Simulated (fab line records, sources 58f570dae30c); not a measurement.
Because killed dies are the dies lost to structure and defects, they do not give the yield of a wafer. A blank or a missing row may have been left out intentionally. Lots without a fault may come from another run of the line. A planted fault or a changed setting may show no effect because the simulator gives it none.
Code-filled problem report in 8D (eight disciplines) form :: flow berkeleyCmos170 :: the parts of the form that need people (team, actions taken, sign-off) are left out

## 1. WHAT WENT WRONG
spinSpeedRpm at UCB170_CONTACT_COAT_09 reads a mean of 2608.0 rpm on 6 wafers of 2 lots; wafers without a fault read 2999.8 rpm with a standard deviation of 1.8. That is -99 or more standard deviations from the usual mean.
Earliest sighting: wafer L180.1 on lithoTrack-02 at day 10 04:55. Wafers with a number at this step in the record: 42, from 14 lots. Rule for "out" (also "out of limits"): further than 4 standard deviations from the usual mean. The other wafers with a number count as sound.

## 2. WHAT IT IS AND WHAT IT IS NOT
question: which readings at this step
is: spinSpeedRpm
is not: -

question: which lots
is: L179, L180
is not: L171, L173, L174, L181, L184, L185, L187, L188, L190, L191, L193, L194

question: which wafers of those lots
is: all that have a number
is not: -

question: read on which tools
is: lithoTrack-02
is not: lithoTrack-01, lithoTrack-03

question: when
is: from day 10 04:55
is not: up to then (9 sound wafers); but 27 sound wafers of L181, L184, L185, L187, L188, L190, L191, L193, L194 came after

## 3. SUSPECTS, AND WHAT RULES EACH OUT
Counting: a tool stays on the suspect list if, at a process step up to the reading, it processed all lots that are out and no sound lot following the first of them.
- lithoTrack-02 at UCB170_CONTACT_COAT_09: ruled out as a lasting fault. Following L180 (day 10 04:55), the first lot on it that is out, the sound lots L194, L193 were run on it.
Left after counting: nothing in the record.

## 4. THE CAUSE (what the simulator had put in)
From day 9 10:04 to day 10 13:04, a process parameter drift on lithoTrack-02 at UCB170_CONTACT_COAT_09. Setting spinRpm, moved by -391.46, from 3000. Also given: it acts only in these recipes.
Counting ruled it out, wrongly.

## 5. THE EFFECT CHAIN, in route order
Each row: a reading whose mean over the struck wafers that have a number lies more than 3 standard deviations from the usual. Scope: only readings with a usual standard deviation given in the record; hours: median across lots of the time from each lot's start at the first step in this table that gives one to its start at this step; sigmas: change in usual standard deviations.
hours: 0
step: UCB170_CONTACT_COAT_09
reading: spinSpeedRpm
usual: 2999.8 rpm
on struck wafers: 2608.0
change: -391.8
sigmas: -99 or more
The process steps in it:
- UCB170_CONTACT_COAT_09
Later measuring or inspecting steps at which every struck wafer that the step has a row for has a number for every such reading, and none has moved that far: UCB170_M2_RS_MEAS_02.

## 6. WHAT WOULD HAVE CAUGHT IT SOONER
In this record no reading fell out of limits until day 10 04:55, 19 hours after the fault had begun at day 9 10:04.
